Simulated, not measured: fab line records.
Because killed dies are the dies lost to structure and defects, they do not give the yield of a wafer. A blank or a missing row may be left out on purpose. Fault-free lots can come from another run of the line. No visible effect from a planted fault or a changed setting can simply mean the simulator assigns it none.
Struck lot and sound lot, side by side | flow rit_cmos | 43 steps out of a route of 202
Sound: these wafers, L817.1, L817.4, L817.6. Struck: wafer L823.6 (L823.3, L823.5, from the same lot, were not struck and are left out); the cause is given at the end.
For every step that has rows: the tool of each side, followed by ch and its chambers, followed by its first start. Under that, the readings that differ: sound wafers | struck wafers | difference of the means | sigmas: that difference in standard deviations of wafers without a fault.
alike: same words and numbers on both sides, and readings whose means sit less than 2 such deviations apart. not compared: any withheld reading, any reading some wafer has no value for, any bound like >300 that may hide the same value, and any number with overlapping values for which the record gives no deviation.
The two part at a step that has a row with sigmas, a row that says differs or no value, or rows on one side only. Numbers that don't overlap but have no deviation are shown without sigmas and don't part them. A reading that every wafer of one side lacks parts them only if that side has two wafers or more.

RIT_SDANNEAL_RTA_03: time 5 s.
  sound on rtp_anneal-02 ch 0, day 3 18:05; struck on rtp_anneal-02 ch 0, day 4 23:42
  alike: wafer_temp_C_max
RIT_SDANNEAL_RS_MEAS_04: measures by four-point-probe.
  struck on film_metro-04, day 4 23:46; sound on film_metro-04, day 3 18:09
  alike: PSD_RS
RIT_SDANNEAL_RS_MEAS_05: measures by four-point-probe.
  struck on film_metro-04, day 4 23:53; sound on film_metro-04, day 3 18:16
  alike: NSD_RS
RIT_SDANNEAL_RS_MEAS_06: measures by four-point-probe.
  struck on film_metro-04, day 5 00:01; sound on film_metro-04, day 3 18:23
  alike: PLDD_RS
RIT_SDANNEAL_RS_MEAS_07: measures by four-point-probe.
  struck on film_metro-04, day 5 00:08; sound on film_metro-04, day 3 18:31
  alike: NLDD_RS
then, 1 step without rows for these wafers: RIT_SILICIDE_WET_ETCH_00 (etches SiO2 in BOE, target depth 14 nm, time 15 s).
RIT_SILICIDE_SPUTTER_01: material Ti, target thk 30 nm, time 240 s.
  struck on pvd_sputter-02, day 5 00:14; sound on pvd_sputter-02, day 3 18:39
  alike: cathode_dc_power_W, substrate_temp_c, throttle_valve_pct
RIT_SILICIDE_RS_MEAS_02: measures by four-point-probe.
  struck on film_metro-03, day 5 00:25; sound on film_metro-03, day 3 18:48
  reading                 | sound          | struck | difference | sigmas
  SILICIDE_TI_RS (ohm/sq) | 48.6 48.3 48.8 | 46.3   | -2.3       | -2
RIT_SILICIDE_THK_MEAS_03: measures by xrf.
  struck on film_metro-03, day 5 00:31; sound on film_metro-03, day 3 18:55
  reading              | sound          | struck | difference | sigmas
  SILICIDE_TI_THK (nm) | 29.5 29.7 29.5 | 30.9   | +1.3       | +3
RIT_SILICIDE_RTA_04: time 10 s, ramp up 5 s, ramp down 5 s.
  sound on rtp_anneal-01 ch 0, day 3 18:59; struck on rtp_anneal-01 ch 0, day 5 00:35
  alike: wafer_temp_C_max
then, 1 step without rows for these wafers: RIT_SILICIDE_WET_ETCH_05 (etches Ti in SPM, time 120 s).
RIT_SILICIDE_RTA_06: time 10 s, ramp up 5 s, ramp down 10 s.
  sound on rtp_anneal-02 ch 0, day 3 19:13; struck on rtp_anneal-02 ch 0, day 5 00:41
  alike: wafer_temp_C_max
RIT_CONTACT_CVD_00: deposits SiO2 from TEOS, target thk 400 nm, time 61 s.
  sound on pecvd-03 ch 0,2, day 3 19:17; struck on pecvd-03 ch 0, day 5 00:44
  reading                                  | sound             | struck | difference | sigmas
  rf_fwd_power_W (W)                       | 394.3 395.7 394.2 | 556.6  | +161.9     | +99 or more
  model.SiO2_of_CONTACT_CVD_00.thk_nm (nm) | 403.6 406.6 410.9 | 449.2  | +42.2      |
  alike: heater_power_w
RIT_CONTACT_THK_MEAS_01:
  struck on film_metro-04, day 5 00:48; sound on film_metro-03, day 3 19:20
  reading               | sound       | struck | difference | sigmas
  CONTACT_TEOS_THK (nm) | 404 406 411 | 450    | +43        | +7
then, 6 steps without rows for these wafers: RIT_CONTACT_HMDS_02 (prime time 60 s); RIT_CONTACT_COAT_03 (resist thk 1000 nm); RIT_CONTACT_SOFTBAKE_04 (time 60 s); RIT_CONTACT_EXPOSE_05 (exposes mask M11, target cd 1000 nm); RIT_CONTACT_PEB_06; RIT_CONTACT_DEVELOP_07 (develop time 120 s).
RIT_CONTACT_CD_MEAS_08: the cd target is 1000 nm.
  struck on cd_sem-02, day 5 01:58; sound on cd_sem-01, day 3 20:29
  alike: cd_nm
RIT_CONTACT_OVL_MEAS_09:
  struck on overlay-02, day 5 02:04; sound on overlay-01, day 3 20:36
  alike: CONTACT_OVL
then, 1 step without rows for these wafers: RIT_CONTACT_HARDBAKE_10 (time 60 s).
RIT_CONTACT_ETCH_11: etches SiO2 in CHF3/CF4/Ar, stops on TiSi2, target depth 480 nm, time 320 s.
  sound on rie_diel-03 ch 1,2,3, day 3 20:47; struck on rie_diel-02 ch 1, day 5 02:14
  reading                             | sound             | struck | difference | sigmas
  model.etch.depth_nm (nm)            | 403.6 406.6 410.9 | 449.2  | +42.2      |
  model.CONTACT.feature_depth_nm (nm) | 403.6 406.6 410.9 | 449.2  | +42.2      |
  alike: drypump_motor_current_A, oes_product_au, throttle_valve_pct
  not compared: rf_hours_counter_h
RIT_CONTACT_STRIP_12: strips in O2, time 180 s.
  sound on plasma_asher-03 ch 0, day 3 20:59; struck on plasma_asher-03 ch 1, day 5 02:29
  alike: drypump_motor_current_A
  not compared: rf_hours_counter_h
RIT_CONTACT_CD_MEAS_90: the cd target is 1000 nm.
  struck on cd_sem-01, day 5 02:39; sound on cd_sem-02, day 3 21:09
  alike: cd_nm
then, 3 steps without rows for these wafers: RIT_CONTACT_CLEAN_13 (cleans in SC1, time 600 s); RIT_CONTACT_CLEAN_14 (cleans in SC2, time 600 s); RIT_M1_SPUTTER_00 (material Al, target thk 400 nm, time 500 s).
RIT_M1_RS_MEAS_01: measures by four-point-probe.
  struck on film_metro-03, day 5 03:25; sound on film_metro-02, day 3 22:26
  alike: M1_AL_RS
RIT_M1_THK_MEAS_02: measures by xrf.
  struck on film_metro-03, day 5 03:31; sound on film_metro-02, day 3 22:34
  alike: M1_AL_THK
then, 6 steps without rows for these wafers: RIT_M1_HMDS_03 (prime time 60 s); RIT_M1_COAT_04 (resist thk 1300 nm); RIT_M1_SOFTBAKE_05 (time 60 s); RIT_M1_EXPOSE_06 (exposes mask M12, target cd 2600 nm); RIT_M1_PEB_07; RIT_M1_DEVELOP_08 (develop time 68 s).
RIT_M1_CD_MEAS_09: the cd target is 2600 nm.
  struck on cd_sem-02, day 5 04:37; sound on cd_sem-01, day 3 23:30
  alike: cd_nm
RIT_M1_OVL_MEAS_10:
  struck on overlay-02, day 5 04:42; sound on overlay-01, day 3 23:37
  alike: M1_OVL
then, 1 step without rows for these wafers: RIT_M1_HARDBAKE_11 (time 120 s).
RIT_M1_METAL_ETCH_12: etches Al in Cl2/BCl3, stops on SiO2, time 165 s, target depth 600 nm.
  sound on rie_metal-01 ch 0,1, day 3 23:55; struck on rie_metal-01 ch 0, day 5 05:02
  reading                                  | sound             | struck | difference | sigmas
  model.SiO2_of_CONTACT_CVD_00.thk_nm (nm) | 366.8 371.1 375.9 | 412.4  | +41.1      |
  alike: drypump_motor_current_A, oes_product_au, throttle_valve_pct
  not compared: rf_hours_counter_h
then, 1 step without rows for these wafers: RIT_M1_STRIP_13 (strips in nmp, time 600 s).
RIT_M1_PROBE_99:
  struck on prober-01, day 5 07:29; sound on prober-01, day 4 03:06
  reading                                    | sound                         | struck    | difference | sigmas
  model.etest.field_p_metal.vt_v (V)         | -30.7 -30.09 -30.62           | -31.07    | -0.60      |
  model.etest.antenna_contact.vt_shift_v (V) | -0.006643 -0.008947 -0.006515 | -0.009351 | -0.001983  |

== WHERE THEY PART ==
At RIT_SILICIDE_RS_MEAS_02 first; at RIT_CONTACT_THK_MEAS_01 last (within this record only). Later steps at which nothing parts them and some readings are alike: RIT_CONTACT_CD_MEAS_08, RIT_CONTACT_OVL_MEAS_09, RIT_CONTACT_ETCH_11, RIT_CONTACT_STRIP_12, RIT_CONTACT_CD_MEAS_90, RIT_M1_RS_MEAS_01, RIT_M1_THK_MEAS_02, RIT_M1_CD_MEAS_09, RIT_M1_OVL_MEAS_10, RIT_M1_METAL_ETCH_12.

WHY: what the simulator had put in
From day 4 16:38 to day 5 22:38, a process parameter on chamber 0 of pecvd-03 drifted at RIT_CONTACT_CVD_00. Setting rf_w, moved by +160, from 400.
